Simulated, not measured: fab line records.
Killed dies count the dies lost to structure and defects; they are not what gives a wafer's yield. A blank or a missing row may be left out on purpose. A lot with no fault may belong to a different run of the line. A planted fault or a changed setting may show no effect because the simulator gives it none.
Which tool is to blame?	flow ritCmos	14 lots, 42 wafers sampled, at 3 steps of a route of 202

WHAT THE GAUGES READ, wafer by wafer
RIT_PRETRO_OVL_MEAS_06. Usual: PRETRO_OVL -0.4 nm, standard deviation 1.7.
lot	measured	on	PRETRO_OVL (nm)	flag
L322	day 2 09:55	overlay-01	-3.1 -1.7 -2.1	
L323	day 2 12:27	overlay-01	2.0 2.2 1.1	
L324	day 2 16:37	overlay-01	-3.3 -2.1 -2.7	
L325	day 2 22:16	overlay-02	2.5 1.3 0.2	
L327	day 3 09:19	overlay-01	1.6 0.8 0.3	
L333	day 4 13:56	overlay-01	1.9 0.9 1.7	
L334	day 4 20:05	overlay-02	0.6 1.0 2.0	
L335	day 5 01:02	overlay-01	2.2 0.4 1.9	
L337	day 5 09:35	overlay-01	-0.7 -2.3 0.0	
L340	day 6 03:48	overlay-01	1.2 -1.5 -0.9	
L342	day 6 10:50	overlay-01	-3.1 -0.3 -0.9	
L343	day 6 15:44	overlay-01	-0.8 -1.3 -1.8	
L344	day 6 20:50	overlay-01	-3.1 -0.9 -1.9	
L345	day 7 04:42	overlay-01	-3.0 -1.3 -2.5	

RIT_CONTACT_OVL_MEAS_09. Usual: CONTACT_OVL -0.5 nm, standard deviation 1.5.
lot	measured	on	CONTACT_OVL (nm)	flag
L322	day 3 06:11	overlay-01	-0.9 -3.4 -1.2	
L323	day 3 08:26	overlay-01	-0.2 0.9 -0.1	
L324	day 3 13:30	overlay-01	1.7 2.0 1.4	
L325	day 3 20:13	overlay-01	-1.4 -2.1 -1.4	
L327	day 4 05:31	overlay-01	2.2 1.0 1.6	
L333	day 5 14:00	overlay-01	-150.3 -150.5 -151.5	OFF
L334	day 5 17:33	overlay-01	-150.7 -152.4 -154.8	OFF
L335	day 5 22:01	overlay-02	-149.7 -149.2 -150.1	OFF
L337	day 6 07:22	overlay-01	-0.9 0.9 0.4	
L340	day 7 00:35	overlay-01	0.7 0.7 0.9	
L342	day 7 08:37	overlay-01	-0.8 -1.2 -1.2	
L343	day 7 12:52	overlay-02	-1.0 -1.2 -2.2	
L344	day 7 20:42	overlay-02	0.0 0.6 1.3	
L345	day 8 05:01	overlay-01	0.6 -0.4 -1.1	

WHICH TOOL RAN EACH LOT (tool, then ch and the chambers of the sampled wafers, then the start)
lot	RIT_CONTACT_EXPOSE_05
L322	ilineStepper-02 ch 0, day 3 05:34
L323	ilineStepper-01 ch 0, day 3 07:50
L324	ilineStepper-01 ch 0, day 3 12:52
L325	ilineStepper-01 ch 0, day 3 19:33
L327	ilineStepper-01 ch 0, day 4 04:53
L333	ilineStepper-02 ch 0, day 5 13:22
L334	ilineStepper-02 ch 0, day 5 16:55
L335	ilineStepper-02 ch 0, day 5 21:22
L337	ilineStepper-01 ch 0, day 6 06:44
L340	ilineStepper-01 ch 0, day 6 23:58
L342	ilineStepper-01 ch 0, day 7 07:58
L343	ilineStepper-01 ch 0, day 7 12:15
L344	ilineStepper-01 ch 0, day 7 20:04
L345	ilineStepper-01 ch 0, day 8 04:24
- RIT_CONTACT_EXPOSE_05: exposes mask M11, target cd 1000 nm.

AS READ BY THE TOOLS THEMSELVES (means over the sampled wafers that have a number; for cases with no such wafer, the mark the record gives instead)
The record holds no such reading with a usual standard deviation.

THE ANSWER, worked out from the rows above alone
Rule: take the mean of a lot's wafers that have a number; if it is more than 3 standard deviations from the usual mean, the lot is off. A lot without any number at a reading at which 4 lots or more have one is off too. All remaining lots with rows at the step are treated as sound. First the gauges in route order, then the tools' own readings, where a lot's mean is used as printed above. The first step at which some lot is off is used, and at that step the reading that is off furthest; a lot without a number counts as furthest.
Off: at RIT_CONTACT_OVL_MEAS_09 (CONTACT_OVL), L333, L334, L335.
A tool fits if, at a process step before that reading, it ran every lot that is off, and no sound lot after the first of them. Gauges at RIT_CONTACT_OVL_MEAS_09: tried the same way as those tools. One fits: ilineStepper-02 at RIT_CONTACT_EXPOSE_05. A fault onset in the window from L322 (day 3 05:34, its last sound lot) to L333 (day 5 13:22, its first lot off) fits.

WHAT THE SIMULATOR PUT IN
Scanner matching overlay: ilineStepper-02, from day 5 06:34 on, at RIT_CONTACT_EXPOSE_05. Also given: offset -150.
Lots struck among those shown: L333, L334, L335. The rule given above showed the same thing.
